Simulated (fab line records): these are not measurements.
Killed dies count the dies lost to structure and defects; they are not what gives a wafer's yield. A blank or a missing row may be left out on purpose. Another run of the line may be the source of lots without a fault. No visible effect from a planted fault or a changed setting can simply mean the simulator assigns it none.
fab line records + flow rit-cmos
record:
- lots: 14
- wafers: 42
- last-day: 8
route steps=202 shown GATE@75 FOX2@80 M1@202
lots that met no fault: taken from a fault-free run of the same line
start-h: hours from the record's opening day to when the first of the lot's shown wafers began + wait-h: how many hours have passed since the lot's step before this one + " identical to the entry in the row above + L1.1+2: a single row standing in for several wafers + - no value present, or no start provided + * or withheld: withheld + < > ~ a bound
route shown NAME@n: a module of which the file shows steps, and the number in the route of the first + usual: mean and standard deviation over wafers with no fault + same: alike in all rows + chamber/n: place in a boat + sites: per-site readings + _std_site: how widely they spread, as a standard deviation + _edge_site: inner sites' mean taken away from outer sites' mean + radius-mm: for every site, how far away it sits from the centre of the wafer + mask NAME#n: copy n + behind: the last tool/chamber to shape the wafer + hold: what put the lot on hold/how long, in hours/how the hold closed + device: the transistor (n, p or np) that didn't switch + end of line: at the end of the route, the tests of the same wafers + for a step that has no rows: nothing shown but its recipe + killed: not the wafer's yield, but the dies lost to structure and defects at the first sort + map: shows each die of a wafer: x if killed, . if not, _ if none is there
set.NAME: the setting that was run; set.NAME@STEP: the one run at that earlier step + model.NAME: the simulator's own value behind a step, which no gauge read
the route's steps for a sample of lots (tables are steps, rows are wafers)
services: the hour from which a tool's chamber was out of use, counted from the record's first day as start-h (under 0 if before that day), plus the number of hours and why
== steps ==
step: RIT_GATE_WET_ETCH_00
recipe:
- chemistry: BOE
- target: SiO2
- target-depth-nm: 56
- time-s: 60
- dry: n2-spin
- dilution: 10:1
- temp-c: 21.5
usual:
- bath-heat-duty-pct: 1.7/0.38
- run-length-s: 86.8/1.8
| lot.wafer | tool         | chamber | start-h | wait-h | bath-heat-duty-pct | run-length-s |
|-----------|--------------|---------|---------|--------|--------------------|--------------|
| L373.1    | wet-bench-03 | 2       | 32.67   | 0.1    | 1.3                | 84.8         |
| L373.3    | "            | 2       | "       | "      | 1.7                | 84.8         |
| L373.4    | "            | 2       | "       | "      | 1.9                | 84.8         |
| L382.3    | wet-bench-01 | 0       | 80.09   | 0.0    | 1.0                | 87.5         |
| L382.4    | "            | 0       | "       | "      | 1.6                | 87.5         |
| L382.6    | "            | 0       | "       | "      | 1.5                | 87.5         |
| L383.3    | wet-bench-02 | 0       | 84.81   | 0.0    | 1.6                | 85.6         |
| L383.5    | "            | 0       | "       | "      | 1.6                | 85.6         |
| L383.6    | "            | 0       | "       | "      | 1.2                | 85.6         |
| L384.2    | wet-bench-03 | 1       | 88.99   | 0.0    | -                  | -            |
| L384.3    | "            | 1       | "       | "      | -                  | -            |
| L384.6    | "            | 1       | "       | "      | -                  | -            |
| L385.1    | wet-bench-01 | 2       | 93.01   | 0.1    | -                  | -            |
| L385.2    | "            | 2       | "       | "      | -                  | -            |
| L385.3    | "            | 2       | "       | "      | -                  | -            |
| L386.2    | wet-bench-03 | 1       | 102.99  | 0.0    | 1.1                | 86.1         |
| L386.3    | "            | 1       | "       | "      | 2.2                | 86.1         |
| L386.4    | "            | 1       | "       | "      | 1.9                | 86.1         |
| L387.2    | wet-bench-03 | 2       | 107.71  | 0.0    | 1.9                | 84.9         |
| L387.5    | "            | 2       | "       | "      | 1.4                | 84.9         |
| L387.6    | "            | 2       | "       | "      | 2.2                | 84.9         |
| L388.1    | wet-bench-02 | 1       | 107.95  | 0.1    | 1.7                | 87.1         |
| L388.5    | "            | 1       | "       | "      | 1.0                | 87.1         |
| L388.6    | "            | 1       | "       | "      | 1.5                | 87.1         |
| L389.1    | wet-bench-03 | 1       | 121.20  | 0.1    | 1.6                | 86.9         |
| L389.3    | "            | 1       | "       | "      | 1.4                | 86.9         |
| L389.6    | "            | 1       | "       | "      | 1.7                | 86.9         |
| L390.2    | wet-bench-01 | 1       | 124.67  | 0.0    | 2.3                | 85.4         |
| L390.4    | "            | 1       | "       | "      | 1.9                | 85.4         |
| L390.5    | "            | 1       | "       | "      | 2.0                | 85.4         |
| L391.1    | wet-bench-03 | 1       | 129.75  | 0.1    | 1.9                | 92.1         |
| L391.2    | "            | 1       | "       | "      | 2.0                | 92.1         |
| L391.4    | "            | 1       | "       | "      | 2.4                | 92.1         |
| L394.2    | wet-bench-01 | 1       | 146.21  | 0.0    | 1.6                | 85.4         |
| L394.3    | "            | 1       | "       | "      | 2.1                | 85.4         |
| L394.4    | "            | 1       | "       | "      | 1.5                | 85.4         |
| L396.2    | wet-bench-02 | 2       | 156.27  | 0.0    | 2.1                | 86.7         |
| L396.4    | "            | 2       | "       | "      | 2.5                | 86.7         |
| L396.6    | "            | 2       | "       | "      | 1.6                | 86.7         |
| L395.1    | wet-bench-01 | 0       | 156.40  | 0.1    | 1.9                | 87.0         |
| L395.2    | "            | 0       | "       | "      | 1.5                | 87.0         |
| L395.6    | "            | 0       | "       | "      | 1.4                | 87.0         |
step: RIT_FOX2_THK_MEAS_91
recipe:
- reads: SiO2_of_FOX2_OXIDATION_00
usual:
- FIELD_OXIDE_LEFT_2_THK: 256/7.7
| lot.wafer | tool          | chamber | start-h | wait-h | FIELD_OXIDE_LEFT_2_THK[nm] |
|-----------|---------------|---------|---------|--------|----------------------------|
| L373.1    | film-metro-02 | -       | 33.12   | 0.0    | 262                        |
| L373.3    | "             | -       | "       | "      | 263                        |
| L373.4    | "             | -       | "       | "      | 263                        |
| L382.3    | film-metro-01 | -       | 80.52   | 0.0    | 256                        |
| L382.4    | "             | -       | "       | "      | 254                        |
| L382.6    | "             | -       | "       | "      | 258                        |
| L383.3    | film-metro-02 | -       | 85.26   | 0.0    | 255                        |
| L383.5    | "             | -       | "       | "      | 254                        |
| L383.6    | "             | -       | "       | "      | 253                        |
| L384.2    | film-metro-02 | -       | 89.42   | 0.0    | 298                        |
| L384.3    | "             | -       | "       | "      | 302                        |
| L384.6    | "             | -       | "       | "      | 307                        |
| L385.1    | film-metro-02 | -       | 93.43   | 0.0    | 320                        |
| L385.2    | "             | -       | "       | "      | 315                        |
| L385.3    | "             | -       | "       | "      | 324                        |
| L386.2    | film-metro-04 | -       | 103.42  | 0.0    | 260                        |
| L386.3    | "             | -       | "       | "      | 257                        |
| L386.4    | "             | -       | "       | "      | 261                        |
| L387.2    | film-metro-02 | -       | 108.14  | 0.0    | 240                        |
| L387.5    | "             | -       | "       | "      | 240                        |
| L387.6    | "             | -       | "       | "      | 240                        |
| L388.1    | film-metro-01 | -       | 108.37  | 0.0    | 252                        |
| L388.5    | "             | -       | "       | "      | 252                        |
| L388.6    | "             | -       | "       | "      | 244                        |
| L389.1    | film-metro-04 | -       | 121.61  | 0.0    | 241                        |
| L389.3    | "             | -       | "       | "      | 249                        |
| L389.6    | "             | -       | "       | "      | 244                        |
| L390.2    | film-metro-02 | -       | 125.12  | 0.0    | 252                        |
| L390.4    | "             | -       | "       | "      | 248                        |
| L390.5    | "             | -       | "       | "      | 251                        |
| L391.1    | film-metro-01 | -       | 130.18  | 0.0    | 259                        |
| L391.2    | "             | -       | "       | "      | 259                        |
| L391.4    | "             | -       | "       | "      | 265                        |
| L394.2    | film-metro-04 | -       | 146.64  | 0.0    | 261                        |
| L394.3    | "             | -       | "       | "      | 260                        |
| L394.4    | "             | -       | "       | "      | 260                        |
| L396.2    | film-metro-02 | -       | 156.70  | 0.0    | 252                        |
| L396.4    | "             | -       | "       | "      | 260                        |
| L396.6    | "             | -       | "       | "      | 260                        |
| L395.1    | film-metro-01 | -       | 156.82  | 0.0    | 267                        |
| L395.2    | "             | -       | "       | "      | 266                        |
| L395.6    | "             | -       | "       | "      | 266                        |
step: RIT_M1_PROBE_99
usual:
- killed_at_M0_to_M3: 0.0/0.083
- killed-at-contacts: 0.1/0.27
- killed-at-front-end: 7/3.1
- killed-dies: 7/3.2
- killed-on-rim: 1.8/1.4
- killed-open: 3.8/2.1
- killed-short: 3.6/2
same:
- gross-dies: 264
- killed_at_M4_up: 0
- killed-at-back-side: 0
- killed-at-other: 0
| lot.wafer | tool      | chamber | start-h | wait-h | killed_at_M0_to_M3 | killed-at-contacts | killed-at-front-end | killed-dies | killed-on-rim | killed-open | killed-short |
|-----------|-----------|---------|---------|--------|--------------------|--------------------|---------------------|-------------|---------------|-------------|--------------|
| L384.2    | prober-02 | -       | 119.63  | 0.1    | 0                  | 0                  | 264                 | 264         | 70            | 2           | 5            |
| L384.3    | prober-02 | -       | 119.68  | 0.2    | 0                  | 0                  | 264                 | 264         | 70            | 8           | 2            |
| L384.6    | prober-02 | -       | 119.83  | 0.2    | 0                  | 0                  | 264                 | 264         | 70            | 2           | 5            |
| L385.1    | prober-01 | -       | 124.19  | 0.1    | 0                  | 0                  | 264                 | 264         | 70            | 4           | 8            |
| L385.2    | prober-01 | -       | 124.24  | 0.1    | 0                  | 0                  | 264                 | 264         | 70            | 4           | 7            |
| L385.3    | prober-01 | -       | 124.29  | 0.2    | 0                  | 1                  | 263                 | 264         | 70            | 6           | 7            |
| L386.2    | prober-02 | -       | 132.16  | 0.1    | 0                  | 0                  | 1                   | 1           | 0             | 1           | 0            |
| L386.3    | prober-02 | -       | 132.21  | 0.2    | 0                  | 0                  | 5                   | 5           | 1             | 3           | 2            |
| L386.4    | prober-02 | -       | 132.26  | 0.2    | 0                  | 0                  | 3                   | 3           | 2             | 1           | 2            |
| L389.1    | prober-02 | -       | 157.42  | 0.1    | 0                  | 0                  | 2                   | 2           | 0             | 1           | 1            |
| L389.3    | prober-02 | -       | 157.52  | 0.2    | 0                  | 1                  | 7                   | 8           | 2             | 4           | 4            |
| L389.6    | prober-02 | -       | 157.67  | 0.2    | 0                  | 0                  | 8                   | 8           | 2             | 2           | 6            |
killed by level:class
L384.2 GATE:area-etch=257 GATE:geometric-particle:open=2 FOX1:geometric-particle:short=1 FOX2:geometric-particle:short=1 GATE:geometric-particle:short=1 SPACER:geometric-particle:short=1 SILICIDE:geometric-particle:short=1
L384.3 GATE:area-etch=254 GATE:geometric-particle:open=6 GATE:geometric-particle:short=1 SPACER:geometric-particle:open=1 SILICIDE:geometric-particle:short=1 SILICIDE:geometric-particle:open=1
L384.6 GATE:area-etch=257 SPACER:geometric-particle:short=3 GATE:geometric-particle:open=2 GATE:geometric-particle:short=1 SILICIDE:geometric-particle:short=1
L385.1 GATE:area-etch=252 GATE:geometric-particle:short=3 FOX1:geometric-particle:short=2 GATE:geometric-particle:open=2 REOX:geometric-particle:short=2 FOX1:geometric-particle:open=1 SPACER:geometric-particle:short=1 SILICIDE:geometric-particle:open=1
L385.2 GATE:area-etch=253 SPACER:geometric-particle:short=3 FOX1:geometric-particle:open=2 REOX:geometric-particle:short=2 FOX2:geometric-particle:short=1 GATE:geometric-particle:short=1 GATE:geometric-particle:open=1 SPACER:geometric-particle:open=1
L385.3 GATE:area-etch=251 SPACER:geometric-particle:short=3 REOX:geometric-particle:open=2 FOX1:geometric-particle:short=1 FOX1:geometric-particle:open=1 GATE:geometric-particle:short=1 GATE:geometric-particle:open=1 REOX:geometric-particle:short=1
L386.2 GATE:geometric-particle:open=1
L386.3 FOX1:geometric-particle:short=1 GATE:geometric-particle:open=1 SPACER:geometric-particle:open=1 SILICIDE:geometric-particle:short=1 SILICIDE:geometric-particle:open=1
L386.4 SPACER:geometric-particle:short=2 REOX:geometric-particle:open=1
L389.1 FOX2:geometric-particle:short=1 SILICIDE:geometric-particle:open=1
L389.3 FOX2:geometric-particle:short=2 GATE:geometric-particle:open=2 GATE:geometric-particle:short=1 REOX:geometric-particle:short=1 REOX:geometric-particle:open=1 CONTACT:geometric-particle:open=1
L389.6 GATE:geometric-particle:short=3 SPACER:geometric-particle:short=2 REOX:geometric-particle:open=1 REOX:geometric-particle:short=1 SPACER:geometric-particle:open=1
== services ==
| tool         | chamber | start-h | hours | kind   |
|--------------|---------|---------|-------|--------|
| wet-bench-01 | -       | 138.83  | 1.8   | repair |
== key ==
first-sign:
- step: RIT_GATE_WET_ETCH_00
- reading: tool-record
- direction: missing
effect:
- step: RIT_FOX2_THK_MEAS_91
- reading: FIELD_OXIDE_LEFT_2_THK
- direction: up
- sigmas: 7.2
- usual: 256
- struck: 311
effect:
- step: RIT_M1_PROBE_99
- reading: killed-at-front-end
- direction: up
- sigmas: 82
- usual: 7
- struck: 264
more-kills-born-at:
- RIT_GATE_WET_ETCH_00@wet-bench-03: 768
- RIT_GATE_WET_ETCH_00@wet-bench-01: 756
met-at RIT_GATE_WET_ETCH_00
struck-lots L384,L385
later-rows-left-out L384.2,L384.3,L384.6,L385.1,L385.2,L385.3
tester-left-out L384,L385
onset-between 80.09 88.99
fault:
- kind: skipped-step-whole
- tool: wet-bench-01,wet-bench-03
- chamber: -
- onset-h: 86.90
- steps: RIT_GATE_WET_ETCH_00
- scope: struck-lots-only
tester-left-out: of these lots the tester's yield and bins aren't shown, on N5 and GAA mostly nor the transistor test; their killed dies are dies lost to structure and defects alone, not to doping, threshold or leakage, so they don't give the yield
later-rows-left-out: the simulator's readings of these wafers behind a module that went badly wrong aren't trusted and aren't shown, but for the sort
